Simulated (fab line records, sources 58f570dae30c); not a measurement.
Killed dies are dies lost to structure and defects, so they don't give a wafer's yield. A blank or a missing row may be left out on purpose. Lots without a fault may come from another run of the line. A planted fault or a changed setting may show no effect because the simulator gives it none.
fab line records | flow berkeley_cmos170
record lots=7 wafers=21 last_day=12
route steps=331 shown START@1 ZERO@6
lots that met no fault: from a run of the same line without faults
start_h: hours from the record's first day to the start of the lot's first wafer shown | wait_h: hours since the lot's step before | " the same as in the row above | L1.1+2: a row that stands for several wafers | - no value, or no start given | * or withheld: withheld | < > ~ a bound
route shown NAME@n: a module of which the file shows steps, and the number in the route of the first | usual: mean/standard deviation of fault-free wafers | same: alike in all rows | chamber/n: place in a boat | sites: the reading at each site | _std_site: their standard deviation | _edge_site: outer sites' mean less inner sites' | radius_mm: how far each site lies from the wafer's centre | mask NAME#n: copy n | behind: the tool/chamber that last shaped the wafer | hold: why the lot was held/for how many hours/how that ended | device: the transistor (n, p or np) that didn't switch | end of line: the same wafers' tests at the end of the route | a step without rows: its recipe alone | killed: dies lost to structure and defects at the first sort, not the wafer's yield | map: a wafer's dies, x killed, . not, _ none there
set.NAME: the setting as run; set.NAME@STEP: as run at that earlier step | model.NAME: the simulator's own value behind a step, which no gauge read
lots at some steps of the route; a table a step, a row a wafer
services: from which hour (start_h, from the record's first day; less than 0 if before it) a tool's chamber was out of use, for how many hours, and why
## steps
# step UCB170_START_BOW_MEAS_00
# recipe mode=bow
# usual INCOMING_BOW=-1/6.5
# columns lot.wafer tool chamber start_h wait_h INCOMING_BOW[um]
L626.3 film_metro-02 - 15.04 - 5
L626.4 " - " " -12
L626.5 " - " " -2
L628.3 film_metro-01 - 25.04 - -6
L628.4 " - " " -7
L628.6 " - " " 6
L637.2 film_metro-02 - 70.02 - -4
L637.5 " - " " -2
L637.6 " - " " -3
L638.1 film_metro-03 - 75.00 - -1
L638.3 " - " " -10
L638.6 " - " " 2
L639.1 film_metro-01 - 80.00 - 10
L639.2 " - " " -1
L639.5 " - " " -13
L644.1 film_metro-03 - 105.00 - -3
L644.2 " - " " -3
L644.5 " - " " -3
L646.1 film_metro-03 - 115.00 - -7
L646.2 " - " " -1
L646.6 " - " " -10
# step UCB170_START_CLEAN_01
# recipe chemistry=dHF dilution=25:1 time_s=60
# step UCB170_START_OXIDATION_02
# recipe temp_c=950 ambient=O2 target_thk_a=200 ox_time_s=1800
# step UCB170_START_THK_MEAS_03
# recipe reads=SiO2_of_START_OXIDATION_02
# usual START_OXIDE_THK=20.1/0.36
# columns lot.wafer tool chamber start_h wait_h START_OXIDE_THK[nm]
L626.3 film_metro-01 - 22.13 0.0 20.0
L626.4 " - " " 20.0
L626.5 " - " " 20.0
L628.3 film_metro-03 - 32.91 0.0 19.5
L628.4 " - " " 19.6
L628.6 " - " " 19.6
L638.1 film_metro-03 - 77.12 0.0 20.1
L638.3 " - " " 20.4
L638.6 " - " " 20.3
L637.2 film_metro-01 - 77.13 0.0 21.0
L637.5 " - " " 20.6
L637.6 " - " " 20.6
L639.1 film_metro-02 - 85.62 0.0 19.6
L639.2 " - " " 19.6
L639.5 " - " " 19.6
L644.1 film_metro-03 - 108.08 0.0 20.4
L644.2 " - " " 20.6
L644.5 " - " " 20.6
L646.1 film_metro-02 - 119.55 0.0 19.7
L646.2 " - " " 20.2
L646.6 " - " " 20.0
# step UCB170_START_ANNEAL_04
# recipe temp_c=950 time_s=1200 ambient=N2
# step UCB170_ZERO_HMDS_00
# recipe prime_time_s=60 prime_temp_c=100
# step UCB170_ZERO_COAT_01
# recipe resist=KrF spin_rpm=1500 resist_thk_nm=912.9
# step UCB170_ZERO_SOFTBAKE_02
# recipe resist=KrF temp_c=130 time_s=60
# step UCB170_ZERO_EXPOSE_03
# recipe mask_id=PM_MARKS na=0.5 sigma_outer=0.6 source_shape=conventional target_cd_nm=4000 dose_mj=30
# step UCB170_ZERO_PEB_04
# recipe peb_temp_c=130 peb_time_s=withheld resist=KrF
# step UCB170_ZERO_DEVELOP_05
# recipe developer=TMAH develop_time_s=45 resist=KrF dev_temp_c=21
# usual chill_plate_temp_C=23.02/0.09 develop_time_s=45/0 exhaust_pa=45.1/0.81
# columns lot.wafer tool chamber start_h wait_h chill_plate_temp_C develop_time_s exhaust_pa model.KrF_of_ZERO_COAT_01.thk_nm
L626.3 litho_track-02 0 32 - 22.94 45 44.6 896.9
L626.4 " 0 " " 23.02 45 45.3 897.1
L626.5 " 0 " " 23.05 45 46.2 900.3
L628.3 litho_track-03 0 40 - 22.94 45 45.2 894.8
L628.4 " 0 " " 22.98 45 44.7 895.5
L628.6 " 0 " " 22.83 45 44.8 894.3
L638.1 litho_track-01 - 82 - - - - 911.8
L638.3 " - " " - - - 912.5
L638.6 " - " " - - - 910.9
L637.2 litho_track-03 - 82 - - - - 909.2
L637.5 " - 83 - - - - 908.9
L637.6 " - " " - - - 911.4
L639.1 litho_track-03 - 92 - - - - 914.2
L639.2 " - " " - - - 914.3
L639.5 " - " " - - - 909.6
L644.1 litho_track-02 0 117 - 22.96 45 45.8 896.2
L644.2 " 0 " " 23.07 45 46.4 899
L644.5 " 0 " " 23.14 45 45.3 898.4
L646.1 litho_track-03 0 123 - 22.94 45 44.9 896
L646.2 " 0 " " 23.07 45 44.9 897.9
L646.6 " 0 " " 23.13 45 45.6 899.7
# step UCB170_ZERO_ETCH_06
# recipe chemistry=CHF3/CF4/Ar target=SiO2 time_s=12 pressure_mtorr=100 rf_w=500 CHF3_flow_sccm=50 cf4_flow_sccm=10 Ar_flow_sccm=120 over_etch_frac=1.58
# usual drypump_motor_current_A=5.4/0.43 oes_product_au=0.622/0.0077 throttle_valve_pct=9.23/0.12
# same time_s=12
# columns lot.wafer tool chamber start_h wait_h drypump_motor_current_A oes_product_au rf_hours_counter_h throttle_valve_pct
L626.3 rie_diel-02 2 32.61 - 5.4 0.625 6 9.28
L626.4 " 3 " " 5.3 0.631 0 9.26
L626.5 " 1 " " 5.0 0.629 - 9.26
L628.3 rie_diel-03 1 40.09 - 5.4 0.635 150 9.05
L628.4 " 2 " " 6.3 0.615 84 9.03
L628.6 " 1 " " 5.4 0.628 - 9.04
L638.1 rie_diel-03 0 82.81 - 4.9 0.370 14 9.22
L638.3 " 1 " " 5.4 0.385 151 9.03
L638.6 " 0 " " 4.9 0.370 - 9.23
L637.2 rie_diel-02 3 83.05 - 5.3 0.376 2 9.25
L637.5 " 1 " " 5.0 0.372 - 9.25
L637.6 " 0 " " 4.8 0.381 - 9.05
L639.1 rie_diel-03 2 92.53 - 6.3 0.382 86 8.99
L639.2 " 1 " " 5.4 0.384 151 9.03
L639.5 " 2 " " 6.3 0.380 - 9.01
L644.1 rie_diel-02 1 117.25 - 5.0 0.626 104 9.27
L644.2 " 0 " " 4.8 0.632 152 9.05
L644.5 " 1 " " 5.0 0.621 - 9.28
L646.1 rie_diel-04 2 123.93 - 5.8 0.612 158 9.42
L646.2 " 3 " " 5.6 0.626 46 9.29
L646.6 " 3 " " 5.6 0.610 - 9.29
# step UCB170_ZERO_STRIP_07
# recipe chemistry=O2 power_w=400 pressure_mtorr=3500 platen_temp_c=withheld o2_flow_sccm=400 overash_fraction=0.5
# usual drypump_motor_current_A=5.7/0.42 oes_product_au=0.727/0.0049 strip_time_to_endpoint_s=21.77/0.06
# same overash_fraction=0.5
# columns lot.wafer tool chamber start_h wait_h drypump_motor_current_A oes_product_au rf_hours_counter_h strip_time_to_endpoint_s
L626.3 plasma_asher-04 1 32.66 0.0 6.1 0.728 - 21.73
L626.4 " 0 " " 6.0 0.733 - 21.75
L626.5 " 0 " " 6.0 0.722 - 21.84
L628.3 plasma_asher-02 0 40.14 0.0 5.2 0.728 - 21.70
L628.4 " 1 " " 6.1 0.725 - 21.70
L628.6 " 1 " " 6.2 0.730 - 21.68
L638.1 plasma_asher-02 0 82.83 0.0 5.2 0.728 32 22.11
L638.3 " 1 " " 6.1 0.724 - 22.10
L638.6 " 1 " " 6.1 0.735 - 22.08
L637.2 plasma_asher-01 1 83.07 0.0 5.1 0.716 34 22.03
L637.5 " 1 " " 5.1 0.722 - 22.05
L637.6 " 0 " " 5.7 0.730 - 22.08
L639.1 plasma_asher-02 1 92.55 0.0 6.1 0.727 33 22.18
L639.2 " 0 " " 5.2 0.738 33 22.17
L639.5 " 0 " " 5.2 0.729 - 22.05
L644.1 plasma_asher-02 1 117.28 0.0 6.2 0.723 36 21.75
L644.2 " 0 " " 5.2 0.724 36 21.78
L644.5 " 0 " " 5.2 0.726 - 21.80
L646.1 plasma_asher-01 1 123.95 0.0 5.1 0.733 0 21.74
L646.2 " 0 " " 5.7 0.730 0 21.76
L646.6 " 1 " " 5.1 0.722 - 21.83
## services
# columns tool chamber start_h hours kind
rie_diel-04 1 16.68 132.0 repair
rie_diel-04 0 18.21 45.7 repair
rie_diel-03 1 32.70 3.8 repair
rie_diel-02 - 46.90 1.6 repair
rie_diel-03 2 55.68 8.1 repair
rie_diel-03 1 58.51 9.6 repair
rie_diel-04 3 87.03 3.8 repair
rie_diel-02 - 92.99 1.1 repair
rie_diel-04 2 93.12 6.0 repair
plasma_asher-02 - 105.68 4.4 repair
plasma_asher-01 - 108.75 9.0 pm
plasma_asher-01 0 108.75 9.0 vent_cycle
plasma_asher-01 1 108.75 9.0 vent_cycle
plasma_asher-04 - 110.90 6.5 repair
plasma_asher-01 - 117.75 2.8 pm
plasma_asher-01 0 117.75 - clean
plasma_asher-01 1 117.75 - clean
## key
first_sign step=UCB170_ZERO_DEVELOP_05 reading=tool_record direction=missing
effect step=UCB170_ZERO_ETCH_06 reading=oes_product_au direction=down sigmas=32 usual=0.622 struck=0.378
effect step=UCB170_ZERO_STRIP_07 reading=strip_time_to_endpoint_s direction=up sigmas=5.5 usual=* struck=*
model_effect step=UCB170_ZERO_DEVELOP_05 value=KrF_of_ZERO_COAT_01.thk_nm without=897.2 struck=911.4
met_at UCB170_ZERO_DEVELOP_05
struck_wafers L637.2,L637.5,L637.6,L638.1,L638.3,L638.6,L639.1,L639.2,L639.5
later_rows_left_out L637.2,L637.5,L637.6,L638.1,L638.3,L638.6,L639.1,L639.2,L639.5
sort_left_out L637.2,L637.5,L637.6,L638.1,L638.3,L638.6,L639.1,L639.2,L639.5
tester_left_out L637,L638,L639
onset_between 40 82
fault kind=skipped_step_whole tool=litho_track-01,litho_track-03 chamber=- onset_h=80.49 steps=UCB170_ZERO_DEVELOP_05 scope=struck_lots_only
# tester_left_out: of these lots the tester's yield and bins aren't shown, on N5 and GAA mostly nor the transistor test; their killed dies are dies lost to structure and defects alone, not to doping, threshold or leakage, so they don't give the yield
# sort_left_out: the simulated sort isn't trusted on such a fault, so these wafers' sort isn't shown, and their yield isn't known
# later_rows_left_out: the simulator's readings of these wafers behind a module that went badly wrong aren't trusted and aren't shown, but for the sort
